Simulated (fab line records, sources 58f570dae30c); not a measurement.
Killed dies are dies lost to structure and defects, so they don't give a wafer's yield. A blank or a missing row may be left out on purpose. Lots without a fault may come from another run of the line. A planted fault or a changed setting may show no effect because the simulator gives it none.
Which tool did it? | flow berkeley_cmos170 | 7 lots, 21 wafers sampled, at 2 steps of a route of 331

WHAT THE GAUGES READ, wafer by wafer
UCB170_PSD_CD_MEAS_06: target cd 1200 nm.
lot  | measured     | on        | cd_nm (nm)
L687 | day 7 09:05  | cd_sem-02 | 1199.5 1200.7 1200.2
L691 | day 8 12:04  | cd_sem-01 | 1199.4 1199.0 1198.8
L693 | day 8 22:55  | cd_sem-02 | 1197.7 1198.1 1196.7
L697 | day 10 09:58 | cd_sem-02 | 1178.8 1177.9 1179.4
L705 | day 11 12:07 | cd_sem-02 | 1199.7 1198.3 1199.9
L710 | day 12 17:10 | cd_sem-01 | 1198.8 1200.0 1200.1
L708 | day 12 17:26 | cd_sem-01 | 1199.4 1200.6 1200.5

WHICH TOOL RAN EACH LOT (tool, then ch and the chambers of the sampled wafers, then the start)
lot  | UCB170_PSD_PEB_04
L687 | litho_track-04 ch 0, day 7 08:49
L691 | litho_track-04 ch 0, day 8 11:48
L693 | litho_track-04 ch 0, day 8 22:38
L697 | litho_track-02 ch 0, day 10 09:42
L705 | litho_track-04 ch 0, day 11 11:50
L710 | litho_track-04 ch 0, day 12 16:53
L708 | litho_track-04 ch 0, day 12 17:10
- UCB170_PSD_PEB_04

THE ANSWER, worked out from the rows above alone
Rule: what is usual is taken from the lots themselves. Put in order of their means at a reading, lots are off if they are a third of the lots or fewer, leave a main group of 4 or more, and stand apart from it by a gap of 3 or more times the standard deviation of the main group's means; of several such gaps the widest counts. A main group whose means are all the same, to the digits that the tables above print for the reading, isn't used. A lot without any number at a reading at which 4 lots or more have one is off too. The other lots that the step has rows for count as sound.
Off: L697, at UCB170_PSD_CD_MEAS_06 (cd_nm). The main group: mean 1199.3 nm, standard deviation 0.9.
A tool fits if, at a process step before that reading, it ran every lot that is off, and no sound lot after the first of them. The gauges at UCB170_PSD_CD_MEAS_06 are tried like those tools. One fits: litho_track-02 at UCB170_PSD_PEB_04. It ran no sound lot before its first lot that is off in this sample, so the start can't be narrowed down.

WHAT THE SIMULATOR HAD PUT IN
Process parameter drift: litho_track-02, from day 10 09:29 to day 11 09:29, at UCB170_PSD_PEB_04. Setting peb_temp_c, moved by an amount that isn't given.
Lots struck among those shown: L697. The rule above found the same.
